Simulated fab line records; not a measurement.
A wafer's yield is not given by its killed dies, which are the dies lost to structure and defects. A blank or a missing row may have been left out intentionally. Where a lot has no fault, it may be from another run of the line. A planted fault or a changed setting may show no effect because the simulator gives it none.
fab line records + flow berkeley_cmos170
[record]
- lots = 7
- wafers = 21
- last_day = 13
route steps=331 shown FIELD@93 SACOX@97 SCREENOX@100 NVT@104
lots that met no fault: from a run of the same line without faults
start_h: hours from the record's first day to the start of the lot's first wafer shown + wait_h: hours from the lot's prior step to this one + " as in the row above + L1.1+2: one row covering several wafers at once + - either no value or no given start + * or withheld: withheld + < > ~ a bound
route shown NAME@n: names a module that has steps shown in the file, with the first one's number in the route + usual: mean/standard deviation taken from wafers without a fault + same: alike in all rows + chamber/n: place in a boat + sites: readings site by site + _std_site: the standard deviation of these + _edge_site: mean of outer sites minus mean of inner sites + radius_mm: for every site, how far away it sits from the centre of the wafer + mask NAME#n: copy n + behind: tool/chamber where the wafer was last shaped + hold: the reason the lot was held/the length of the hold in hours/how it ended + device: transistor that didn't switch, given as n, p or np + end of line: tests of these same wafers at the route's end + a step without rows: its recipe alone + killed: not the wafer's yield, but the dies lost to structure and defects at the first sort + map: a wafer's dies, marking killed ones x, the rest . and places with no die _
set.NAME: the run value of the setting; set.NAME@STEP: its run value at that earlier step + model.NAME: the simulator's own value behind a step, which no gauge read
lots at some steps of the route; a table a step, a row a wafer
services: from which hour (start_h, from the record's first day; less than 0 if before it) a tool's chamber was out of use, for how many hours, and why
[[steps]]
[step UCB170_FIELD_WET_ETCH_04]
[recipe]
- chemistry = dHF
- dilution = 10:1
- target = SiO2
- temp_c = 25
- time_s = 60
[step UCB170_FIELD_WET_ETCH_05]
[recipe]
- chemistry = H3PO4
- target = Si3N4
- temp_c = 160
- time_s = 12600
[step UCB170_FIELD_WET_ETCH_06]
[recipe]
- chemistry = BOE
- dilution = 5:1
- target = SiO2
- temp_c = 25
- time_s = 22
[step UCB170_FIELD_THK_MEAS_90]
[recipe]
- reads = SiO2_of_FIELD_OXIDATION_01
[usual]
- FIELD_OXIDE_LEFT_1_THK = 471/11
| lot.wafer | tool          | chamber | start_h | wait_h | FIELD_OXIDE_LEFT_1_THK[nm] |
|-----------|---------------|---------|---------|--------|----------------------------|
| L681.2    | film_metro-03 | -       | 130.04  | 0.0    | 467                        |
| L681.3    | "             | -       | "       | "      | 459                        |
| L681.5    | "             | -       | "       | "      | 458                        |
| L689.1    | film_metro-02 | -       | 161.73  | 0.0    | 475                        |
| L689.4    | "             | -       | "       | "      | 465                        |
| L689.5    | "             | -       | "       | "      | 461                        |
| L690.2    | film_metro-02 | -       | 167.85  | 0.0    | 493                        |
| L690.3    | "             | -       | "       | "      | 487                        |
| L690.4    | "             | -       | "       | "      | 485                        |
| L692.1    | film_metro-02 | -       | 180.23  | 0.0    | 464                        |
| L692.3    | "             | -       | "       | "      | 466                        |
| L692.5    | "             | -       | "       | "      | 460                        |
| L693.2    | film_metro-01 | -       | 180.30  | 0.1    | 480                        |
| L693.3    | "             | -       | "       | "      | 469                        |
| L693.5    | "             | -       | "       | "      | 477                        |
| L697.2    | film_metro-03 | -       | 205.28  | 0.0    | 474                        |
| L697.4    | "             | -       | "       | "      | 480                        |
| L697.6    | "             | -       | "       | "      | 480                        |
| L700.2    | film_metro-01 | -       | 219.34  | 0.0    | 447                        |
| L700.4    | "             | -       | "       | "      | 452                        |
| L700.6    | "             | -       | "       | "      | 454                        |
[step UCB170_SACOX_CLEAN_00]
[recipe]
- chemistry = dHF
- dilution = 25:1
- time_s = 7.5
[step UCB170_SACOX_OXIDATION_01]
[recipe]
- temp_c = 900
- ambient = O2
- target_thk_a = 144
- ox_time_s = 2400
[step UCB170_SACOX_THK_MEAS_02]
[recipe]
- reads = SiO2_of_SACOX_OXIDATION_01
[usual]
- SACOX_OXIDE_THK = 14.3/0.34
| lot.wafer | tool          | chamber | start_h | wait_h | SACOX_OXIDE_THK[nm] |
|-----------|---------------|---------|---------|--------|---------------------|
| L681.2    | film_metro-04 | -       | 137.60  | 0.0    | 14.5                |
| L681.3    | "             | -       | "       | "      | 14.5                |
| L681.5    | "             | -       | "       | "      | 14.4                |
| L689.1    | film_metro-04 | -       | 168.92  | 0.0    | 14.7                |
| L689.4    | "             | -       | "       | "      | 14.4                |
| L689.5    | "             | -       | "       | "      | 14.6                |
| L690.2    | film_metro-04 | -       | 173.97  | 0.0    | 14.1                |
| L690.3    | "             | -       | "       | "      | 14.2                |
| L690.4    | "             | -       | "       | "      | 14.0                |
| L693.2    | film_metro-04 | -       | 184.69  | 0.0    | 13.7                |
| L693.3    | "             | -       | "       | "      | 13.7                |
| L693.5    | "             | -       | "       | "      | 13.9                |
| L692.1    | film_metro-02 | -       | 184.74  | 0.1    | 14.1                |
| L692.3    | "             | -       | "       | "      | 14.3                |
| L692.5    | "             | -       | "       | "      | 14.2                |
| L697.2    | film_metro-01 | -       | 212.33  | 0.0    | 14.4                |
| L697.4    | "             | -       | "       | "      | 14.6                |
| L697.6    | "             | -       | "       | "      | 14.5                |
| L700.2    | film_metro-04 | -       | 224.73  | 0.0    | 13.9                |
| L700.4    | "             | -       | "       | "      | 14.1                |
| L700.6    | "             | -       | "       | "      | 14.2                |
[step UCB170_SCREENOX_WET_ETCH_00]
[recipe]
- chemistry = dHF
- dilution = 25:1
- target = SiO2
- temp_c = 25
- time_s = 200
[step UCB170_SCREENOX_OXIDATION_01]
[recipe]
- temp_c = 900
- ambient = O2
- target_thk_a = 144
- ox_time_s = 2400
[step UCB170_SCREENOX_THK_MEAS_02]
[recipe]
- reads = SiO2_of_SCREENOX_OXIDATION_01
[usual]
- SCREENOX_OXIDE_THK = 14.36/0.22
| lot.wafer | tool          | chamber | start_h | wait_h | SCREENOX_OXIDE_THK[nm] |
|-----------|---------------|---------|---------|--------|------------------------|
| L681.2    | film_metro-02 | -       | 144.08  | 0.1    | 14.52                  |
| L681.3    | "             | -       | "       | "      | 14.35                  |
| L681.5    | "             | -       | "       | "      | 14.29                  |
| L689.1    | film_metro-02 | -       | 176.56  | 0.0    | 14.94                  |
| L689.4    | "             | -       | "       | "      | 14.37                  |
| L689.5    | "             | -       | "       | "      | 14.73                  |
| L690.2    | film_metro-03 | -       | 176.57  | 0.0    | 14.72                  |
| L690.3    | "             | -       | "       | "      | 14.28                  |
| L690.4    | "             | -       | "       | "      | 14.18                  |
| L693.2    | film_metro-03 | -       | 189.14  | 0.1    | 14.80                  |
| L693.3    | "             | -       | "       | "      | 14.81                  |
| L693.5    | "             | -       | "       | "      | 14.37                  |
| L692.1    | film_metro-03 | -       | 189.25  | 0.2    | 14.44                  |
| L692.3    | "             | -       | "       | "      | 14.40                  |
| L692.5    | "             | -       | "       | "      | 14.28                  |
| L697.2    | film_metro-03 | -       | 220.02  | 0.0    | 14.59                  |
| L697.4    | "             | -       | "       | "      | 14.79                  |
| L697.6    | "             | -       | "       | "      | 14.50                  |
| L700.2    | film_metro-04 | -       | 229.56  | 0.0    | 14.10                  |
| L700.4    | "             | -       | "       | "      | 14.30                  |
| L700.6    | "             | -       | "       | "      | 14.10                  |
[step UCB170_SCREENOX_ANNEAL_03]
[recipe]
- temp_c = 900
- time_s = 900
- ambient = N2
[step UCB170_NVT_HMDS_00]
[recipe]
- prime_time_s = 60
- prime_temp_c = 100
[step UCB170_NVT_COAT_01]
[recipe]
- resist = KrF
- spin_rpm = 1500
- resist_thk_nm = 900
[usual]
- spin_speed_rpm = 1500.1/1.2
| lot.wafer | tool           | chamber | start_h | wait_h | spin_speed_rpm | model.KrF_of_NVT_COAT_01.thk_nm |
|-----------|----------------|---------|---------|--------|----------------|---------------------------------|
| L681.2    | litho_track-01 | 0       | 151.13  | 0.1    | 1500.9         | 898.8                           |
| L681.3    | "              | 0       | "       | "      | 1501.1         | 900.5                           |
| L681.5    | "              | 0       | "       | "      | 1500.6         | 897.4                           |
| L689.1    | litho_track-01 | 0       | 181.73  | 0.1    | 1670.7         | 851.5                           |
| L689.4    | "              | 0       | "       | "      | 1670.8         | 851.2                           |
| L689.5    | "              | 0       | "       | "      | 1671.5         | 851.7                           |
| L690.2    | litho_track-03 | 0       | 181.76  | 0.1    | 1501.3         | 903                             |
| L690.3    | "              | 0       | "       | "      | 1501.0         | 902.7                           |
| L690.4    | "              | 0       | "       | "      | 1501.5         | 899.7                           |
| L693.2    | litho_track-01 | 0       | 195.21  | 0.1    | 1672.5         | 856.2                           |
| L693.3    | "              | 0       | "       | "      | 1670.5         | 856.5                           |
| L693.5    | "              | 0       | "       | "      | 1671.5         | 854.7                           |
| L692.1    | litho_track-01 | 0       | 195.63  | 0.1    | 1671.7         | 849.7                           |
| L692.3    | "              | 0       | "       | "      | 1670.3         | 848                             |
| L692.5    | "              | 0       | "       | "      | 1670.5         | 850.2                           |
| L697.2    | litho_track-03 | 0       | 225.46  | 0.1    | 1500.2         | 902.8                           |
| L697.4    | "              | 0       | "       | "      | 1498.5         | 902.1                           |
| L697.6    | "              | 0       | "       | "      | 1498.9         | 897.3                           |
| L700.2    | litho_track-03 | 0       | 233.41  | 0.1    | 1499.4         | 896.8                           |
| L700.4    | "              | 0       | "       | "      | 1500.8         | 898                             |
| L700.6    | "              | 0       | "       | "      | 1498.9         | 897.8                           |
[step UCB170_NVT_SOFTBAKE_02]
[recipe]
- resist = KrF
- temp_c = 130
- time_s = 60
[step UCB170_NVT_EXPOSE_03]
[recipe]
- mask_id = PWELL
- target_cd_nm = 3000
- na = 0.5
- sigma_outer = 0.6
- source_shape = conventional
- dose_mj = 30
[step UCB170_NVT_PEB_04]
[recipe]
- peb_temp_c = 130
- peb_time_s = withheld
- resist = KrF
[step UCB170_NVT_DEVELOP_05]
[recipe]
- developer = TMAH
- develop_time_s = 43.97
- resist = KrF
- dev_temp_c = 21
| lot.wafer | tool           | chamber | start_h | wait_h | model.KrF_of_NVT_COAT_01.thk_nm |
|-----------|----------------|---------|---------|--------|---------------------------------|
| L681.2    | litho_track-03 | 0       | -       | -      | 884.6                           |
| L681.3    | "              | 0       | "       | "      | 886.4                           |
| L681.5    | "              | 0       | "       | "      | 883.3                           |
| L689.1    | litho_track-03 | 0       | -       | -      | 837.3                           |
| L689.4    | "              | 0       | "       | "      | 837                             |
| L689.5    | "              | 0       | "       | "      | 837.6                           |
| L690.2    | litho_track-03 | 0       | -       | -      | 888.9                           |
| L690.3    | "              | 0       | "       | "      | 888.5                           |
| L690.4    | "              | 0       | "       | "      | 885.6                           |
| L693.2    | litho_track-04 | 0       | -       | -      | 842                             |
| L693.3    | "              | 0       | "       | "      | 842.4                           |
| L693.5    | "              | 0       | "       | "      | 840.6                           |
| L692.1    | litho_track-04 | 0       | -       | -      | 835.5                           |
| L692.3    | "              | 0       | "       | "      | 833.8                           |
| L692.5    | "              | 0       | "       | "      | 836.1                           |
| L697.2    | litho_track-01 | 0       | -       | -      | 888.7                           |
| L697.4    | "              | 0       | "       | "      | 887.9                           |
| L697.6    | "              | 0       | "       | "      | 883.2                           |
| L700.2    | litho_track-04 | 0       | -       | -      | 882.6                           |
| L700.4    | "              | 0       | "       | "      | 883.8                           |
| L700.6    | "              | 0       | "       | "      | 883.6                           |
[step UCB170_NVT_OVL_MEAS_06]
[usual]
- NVT_OVL = 1/5.3
| lot.wafer | tool       | chamber | start_h | wait_h | NVT_OVL[nm] |
|-----------|------------|---------|---------|--------|-------------|
| L681.2    | overlay-02 | -       | 152.57  | -      | -2          |
| L681.3    | "          | -       | "       | "      | -10         |
| L681.5    | "          | -       | "       | "      | -5          |
| L689.1    | overlay-02 | -       | 182.55  | -      | 0           |
| L689.4    | "          | -       | "       | "      | 9           |
| L689.5    | "          | -       | "       | "      | -2          |
| L690.2    | overlay-02 | -       | 182.84  | -      | -2          |
| L690.3    | "          | -       | "       | "      | 11          |
| L690.4    | "          | -       | "       | "      | 4           |
| L693.2    | overlay-02 | -       | 196.95  | -      | -4          |
| L693.3    | "          | -       | "       | "      | -5          |
| L693.5    | "          | -       | "       | "      | -8          |
| L692.1    | overlay-02 | -       | 197.50  | -      | 1           |
| L692.3    | "          | -       | "       | "      | 1           |
| L692.5    | "          | -       | "       | "      | 3           |
| L697.2    | overlay-01 | -       | 226.29  | -      | 6           |
| L697.4    | "          | -       | "       | "      | -2          |
| L697.6    | "          | -       | "       | "      | 12          |
| L700.2    | overlay-01 | -       | 235.04  | -      | 2           |
| L700.4    | "          | -       | "       | "      | 0           |
| L700.6    | "          | -       | "       | "      | 2           |
[step UCB170_NVT_IMPLANT_07]
[recipe]
- species = BF2
- dose_cm2 = 3e+12
- energy_kev = 50
- tilt_deg = 7
[step UCB170_NVT_STRIP_08]
[recipe]
- chemistry = O2
- power_w = 400
- pressure_mtorr = 3500
- platen_temp_c = withheld
- o2_flow_sccm = 400
- overash_fraction = 0.5
[usual]
- chamber_pressure_mTorr = 3500/3.3
- drypump_motor_current_A = 5.6/0.37
- oes_product_au = 0.735/0.0044
- strip_time_to_endpoint_s = 21.62/0.056
[same]
- overash_fraction = 0.5
| lot.wafer | tool            | chamber | start_h | wait_h | chamber_pressure_mTorr | drypump_motor_current_A | oes_product_au | rf_hours_counter_h | strip_time_to_endpoint_s |
|-----------|-----------------|---------|---------|--------|------------------------|-------------------------|----------------|--------------------|--------------------------|
| L681.2    | plasma_asher-03 | 1       | 152.75  | 0.1    | 3500                   | 5.8                     | 0.737          | 4                  | 21.60                    |
| L681.3    | "               | 0       | "       | "      | 3499                   | 5.6                     | 0.746          | -                  | 21.64                    |
| L681.5    | "               | 0       | "       | "      | 3498                   | 5.6                     | 0.731          | -                  | 21.58                    |
| L689.1    | plasma_asher-02 | 0       | 182.73  | 0.1    | 3496                   | 6.2                     | 0.738          | 37                 | 20.47                    |
| L689.4    | "               | 1       | "       | "      | 3502                   | 5.1                     | 0.737          | -                  | 20.46                    |
| L689.5    | "               | 1       | "       | "      | 3502                   | 5.1                     | 0.738          | -                  | 20.48                    |
| L690.2    | plasma_asher-01 | 0       | 183.02  | 0.1    | 3497                   | 5.2                     | 0.728          | 46                 | 21.68                    |
| L690.3    | "               | 0       | "       | "      | 3500                   | 5.2                     | 0.732          | -                  | 21.69                    |
| L690.4    | "               | 1       | "       | "      | 3500                   | 5.6                     | 0.741          | -                  | 21.62                    |
| L693.2    | plasma_asher-03 | 0       | 197.13  | 0.1    | 3505                   | 5.6                     | 0.741          | 9                  | 20.56                    |
| L693.3    | "               | 1       | "       | "      | 3493                   | 5.8                     | 0.736          | -                  | 20.60                    |
| L693.5    | "               | 0       | "       | "      | 3501                   | 5.6                     | 0.733          | -                  | 20.56                    |
| L692.1    | plasma_asher-01 | 0       | 197.68  | 0.1    | 3504                   | 5.2                     | 0.727          | 48                 | 20.42                    |
| L692.3    | "               | 0       | "       | "      | 3500                   | 5.2                     | 0.737          | -                  | 20.39                    |
| L692.5    | "               | 0       | "       | "      | 3500                   | 5.2                     | 0.731          | -                  | 20.44                    |
| L697.2    | plasma_asher-01 | 1       | 226.47  | 0.1    | 3499                   | 5.6                     | 0.736          | 51                 | 21.69                    |
| L697.4    | "               | 0       | "       | "      | 3500                   | 5.1                     | 0.733          | -                  | 21.69                    |
| L697.6    | "               | 0       | "       | "      | 3494                   | 5.2                     | 0.738          | -                  | 21.57                    |
| L700.2    | plasma_asher-03 | 0       | 235.22  | 0.1    | 3502                   | 5.6                     | 0.732          | 13                 | 21.54                    |
| L700.4    | "               | 1       | "       | "      | 3500                   | 5.8                     | 0.734          | -                  | 21.58                    |
| L700.6    | "               | 0       | "       | "      | 3500                   | 5.6                     | 0.734          | -                  | 21.57                    |
[step UCB170_NVT_TW_MEAS_09]
[usual]
- NVT_TW = 528/4.4
| lot.wafer | tool          | chamber | start_h | wait_h | NVT_TW |
|-----------|---------------|---------|---------|--------|--------|
| L681.2    | film_metro-04 | -       | 152.86  | 0.1    | 523    |
| L681.3    | "             | -       | "       | "      | 520    |
| L681.5    | "             | -       | "       | "      | 523    |
| L689.1    | film_metro-01 | -       | 182.83  | 0.1    | 530    |
| L689.4    | "             | -       | "       | "      | 531    |
| L689.5    | "             | -       | "       | "      | 531    |
| L690.2    | film_metro-01 | -       | 183.13  | 0.1    | 534    |
| L690.3    | "             | -       | "       | "      | 531    |
| L690.4    | "             | -       | "       | "      | 531    |
| L693.2    | film_metro-03 | -       | 197.24  | 0.1    | 529    |
| L693.3    | "             | -       | "       | "      | 525    |
| L693.5    | "             | -       | "       | "      | 523    |
| L692.1    | film_metro-03 | -       | 197.78  | 0.1    | 525    |
| L692.3    | "             | -       | "       | "      | 528    |
| L692.5    | "             | -       | "       | "      | 525    |
| L697.2    | film_metro-04 | -       | 226.58  | 0.1    | 523    |
| L697.4    | "             | -       | "       | "      | 522    |
| L697.6    | "             | -       | "       | "      | 525    |
| L700.2    | film_metro-01 | -       | 235.33  | 0.1    | 533    |
| L700.4    | "             | -       | "       | "      | 533    |
| L700.6    | "             | -       | "       | "      | 531    |
[[services]]
| tool            | chamber | start_h | hours | kind   |
|-----------------|---------|---------|-------|--------|
| plasma_asher-03 | -       | 229.85  | 1.2   | repair |
[[key]]
[first_sign]
- step = UCB170_NVT_COAT_01
- reading = spin_speed_rpm
- direction = up
- sigmas = 99+
- usual = 1500.1
- struck = 1671.1
[effect]
- step = UCB170_NVT_STRIP_08
- reading = strip_time_to_endpoint_s
- direction = down
- sigmas = 20
- usual = *
- struck = *
[model_effect]
- step = UCB170_NVT_COAT_01
- value = KrF_of_NVT_COAT_01.thk_nm
- without = 899.3
- struck = 852.2
[model_effect]
- step = UCB170_NVT_DEVELOP_05
- value = KrF_of_NVT_COAT_01.thk_nm
- without = 885.1
- struck = 838
met_at UCB170_NVT_COAT_01
struck_wafers L689.1,L689.4,L689.5,L692.1,L692.3,L692.5,L693.2,L693.3,L693.5
tester_left_out L689,L692,L693
onset_between 151.13 181.73
[fault]
- kind = process_parameter_drift
- tool = litho_track-01
- chamber = -
- onset_h = 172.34
- steps = UCB170_NVT_COAT_01
- channel = spin_rpm
- offset = 170.39
- shape = step
- end_h = 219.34
- acts_in = these_recipes_only
- stated = 1500
// tester_left_out: of these lots the tester's yield and bins aren't shown, on N5 and GAA mostly nor the transistor test; their killed dies are dies lost to structure and defects alone, not to doping, threshold or leakage, so they don't give the yield
